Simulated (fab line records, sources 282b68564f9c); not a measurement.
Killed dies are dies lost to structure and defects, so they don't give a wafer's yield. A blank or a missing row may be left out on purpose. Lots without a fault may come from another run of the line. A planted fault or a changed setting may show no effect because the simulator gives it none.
Problem report in the 8D (eight disciplines) form, filled by code | flow rit_cmos | the parts of the form that need people (team, actions taken, sign-off) are left out

1. THE PROBLEM
run_length_s at RIT_FOX2_CLEAN_02 reads a mean of 56 s on 6 wafers of 2 lots; wafers without a fault read 207 s with a standard deviation of 3.5. That is -43 standard deviations from the usual mean.
The step: cleans in dHF, time 180 s.
First seen on wafer L565.1, day 4 05:27, on wet_bench-04. The record holds 18 wafers of 6 lots with a number at this step. Rule for "out", or "out of limits": more than 4 standard deviations from the usual mean. The other wafers with a number count as sound.

2. WHAT IT IS AND WHAT IT IS NOT
question                    | is                     | is not
which readings at this step | run_length_s           | -
which lots                  | L565, L571             | L556, L560, L567, L573
which wafers of those lots  | all that have a number | -
read on which tools         | wet_bench-04           | wet_bench-01, wet_bench-03
when                        | from day 4 05:27       | up to then (6 sound wafers); but 6 sound wafers of L567, L573 came after

3. SUSPECTS, AND WHAT RULES EACH OUT
Counting: a tool at a process step up to the reading stays a suspect if it ran every lot that is out and no sound lot after the first of them.
- rie_diel-01 at RIT_ACTIVE_ETCH_13 (etches Si3N4 in SF6, stops on SiO2, time 210 s, target depth 210 nm): ruled out as a lasting fault. Sound lots L573 ran on it after its first lot that is out, L565 (day 3 22:38).
- plasma_asher-01 at RIT_ACTIVE_STRIP_14 (strips in O2, time 180 s): kept. It ran every lot that is out, first L565 (day 3 22:46), and no sound lot after that.
- wet_bench-04 at RIT_FOX2_CLEAN_02 (cleans in dHF, time 180 s): kept. It ran every lot that is out, first L565 (day 4 05:27), and no sound lot after that; its last sound lot up to then is L560 (day 3 00:22). Its own readings are out on those wafers: run_length_s.
Left after counting: plasma_asher-01 at RIT_ACTIVE_STRIP_14, wet_bench-04 at RIT_FOX2_CLEAN_02.

4. THE CAUSE (what the simulator had put in)
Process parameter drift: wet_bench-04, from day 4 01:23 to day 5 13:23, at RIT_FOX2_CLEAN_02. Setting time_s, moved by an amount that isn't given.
Counting left 2 suspects, and this tool is among them.

5. THE CHAIN OF EFFECTS, in route order
Each row: a reading whose mean over the struck wafers that have a number lies more than 3 standard deviations from the usual. Only readings for which the record gives a usual standard deviation are gone through. hours: the time from each lot's start at the first step in this table that gives one to its start at this step, as a median over the lots. sigmas: the change in usual standard deviations.
hours | step              | reading      | usual | on struck wafers | change | sigmas
0     | RIT_FOX2_CLEAN_02 | run_length_s | 207 s | 56               | -151   | -43
The process steps in it:
- RIT_FOX2_CLEAN_02: cleans in dHF, time 180 s.
Later measuring or inspecting steps at which every struck wafer that the step has a row for has a number for every such reading, and none has moved that far: RIT_FOX2_THK_MEAS_90, RIT_NWELL_OVL_MEAS_06, RIT_NWELL_TW_MEAS_10, RIT_PWELL_OVL_MEAS_06, RIT_PWELL_TW_MEAS_10, RIT_WELLDRIVE_RS_MEAS_01, RIT_WELLDRIVE_RS_MEAS_02.

6. WHAT WOULD HAVE CAUGHT IT SOONER
In this record the first reading out of limits was taken at day 4 05:27, 4 hours after the fault began at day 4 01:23.
